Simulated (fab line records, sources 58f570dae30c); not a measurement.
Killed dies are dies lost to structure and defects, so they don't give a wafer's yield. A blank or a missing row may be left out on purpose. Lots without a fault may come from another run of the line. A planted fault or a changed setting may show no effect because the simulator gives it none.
A struck lot beside a sound one | flow berkeley_cmos170 | 17 steps out of a route of 331
Sound: wafers L325.2, L325.4, L325.6. Struck: wafers L332.1, L332.3, L332.5. The cause comes at the end.
At each step with rows: each side's tool, then ch and its chambers, then its first start. Under that, the readings that differ: sound wafers | struck wafers | difference of the means | sigmas: that difference in standard deviations of wafers without a fault.
alike: readings whose means differ by less than 2 such deviations, and words and numbers that are the same on both sides. not compared: withheld readings, readings that some wafer has no value for, bounds like >300 that may hide the same value, and numbers for which the record gives no deviation and whose values overlap.
The two part at a step that has a row with sigmas, a row that says differs or no value, or rows on one side only. Numbers that don't overlap but have no deviation are shown without sigmas and don't part them. A reading that every wafer of one side lacks parts them only if that side has two wafers or more.

first, 1 step without rows for these wafers: UCB170_M2_SOFTBAKE_06 (time 60 s).
UCB170_M2_STRIP_07: strips in O2.
  sound on plasma_asher-01 ch 0,1, day 9 06:10; struck on plasma_asher-02 ch 0,1, day 10 20:36
  alike: drypump_motor_current_A, oes_product_au, strip_time_to_endpoint_s
  not compared: rf_hours_counter_h
then, 7 steps without rows for these wafers: UCB170_M2_STRIP_08 (strips KrF in DMSO, time 600 s); UCB170_M2_COAT_09; UCB170_M2_COAT_10 (resist thk 900 nm); UCB170_M2_SOFTBAKE_11 (time 60 s); UCB170_M2_EXPOSE_12 (exposes mask METAL2, target cd 700 nm); UCB170_M2_PEB_13; UCB170_M2_DEVELOP_14 (develop time 45 s).
UCB170_M2_CD_MEAS_15: target cd 700 nm.
  sound on cd_sem-02, day 9 07:30; struck on cd_sem-02, day 10 21:59
  alike: cd_nm
UCB170_M2_OVL_MEAS_16:
  sound on overlay-01, day 9 07:36; struck on overlay-02, day 10 22:07
  alike: M2_OVL
UCB170_M2_ETCH_17: etches BARC in N2/H2.
  sound on rie_diel-02 ch 1,2, day 9 07:38; struck on rie_diel-02 ch 0,1,2, day 10 22:08
  alike: drypump_motor_current_A, oes_product_au, throttle_valve_pct
UCB170_M2_METAL_ETCH_18: etches Al in Cl2/BCl3, stops on SiO2, target depth 1170 nm, time 195 s.
  sound on rie_metal-04 ch 0,1, day 9 07:40; struck on rie_metal-01 ch 0, day 10 22:11
  reading                             | sound             | struck                     | difference | sigmas
  oes_product_au (a.u.)               | 0.864 0.841 0.848 | 0.968 0.971 0.964          | +0.117     | +8
  over_etch_frac                      | 0.3 0.3 0.3       | 0.063325 0.063325 0.063325 | -0.236675  |
  model.KrF_of_M2_COAT_10.thk_nm (nm) | 201.3 219.3 219.9 | 325.8 326.2 337.4          | +116.3     |
  model.SiO2_of_V1_CVD_00.thk_nm (nm) | 937.5 940.2 938.9 | 947 947.1 947.6            | +8         |
  model.M2.cd_nm (nm)                 | 699.9 700.1 701   | 709.9 708.1 712.7          | +9.9       |
  alike: drypump_motor_current_A, throttle_valve_pct
  not compared: rf_hours_counter_h
UCB170_M2_STRIP_19: strips in O2.
  sound on plasma_asher-02 ch 0,1, day 9 07:52; struck on plasma_asher-01 ch 0,1, day 10 22:34
  reading               | sound             | struck            | difference | sigmas
  oes_product_au (a.u.) | 0.534 0.545 0.552 | 0.650 0.662 0.666 | +0.116     | +12
  alike: drypump_motor_current_A
  not compared: rf_hours_counter_h
UCB170_M2_CD_MEAS_90: target cd 700 nm.
  sound on cd_sem-02, day 9 07:59; struck on cd_sem-02, day 10 22:40
  reading    | sound             | struck            | difference | sigmas
  cd_nm (nm) | 700.0 700.3 701.2 | 710.0 707.8 712.4 | +9.6       | +4
UCB170_V2_CVD_00: deposits SiO2 from TEOS/O2, target thk 2000 nm, time 250 s.
  sound on pecvd-03 ch 0,1, day 9 08:05; struck on pecvd-03 ch 0,2, day 10 22:47
  alike: heater_power_w
UCB170_M3_PROBE_99:
  sound on prober-01, day 9 14:55; struck on prober-02, day 11 04:53
  reading                               | sound                      | struck                        | difference | sigmas
  model.etest.antenna_m2.vt_shift_v (V) | -0.01482 -0.01259 -0.01443 | -0.008653 -0.008443 -0.008434 | +0.005437  |

WHERE THEY PART
First at UCB170_M2_METAL_ETCH_18; last, within this record, at UCB170_M2_CD_MEAS_90. Later steps at which nothing parts them and some readings are alike: UCB170_V2_CVD_00.

WHY: what the simulator had put in
Process parameter drift: rie_metal-01, from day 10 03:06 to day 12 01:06, at UCB170_M2_METAL_ETCH_18. Setting over_etch_frac, moved by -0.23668, from 0.3. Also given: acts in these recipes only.
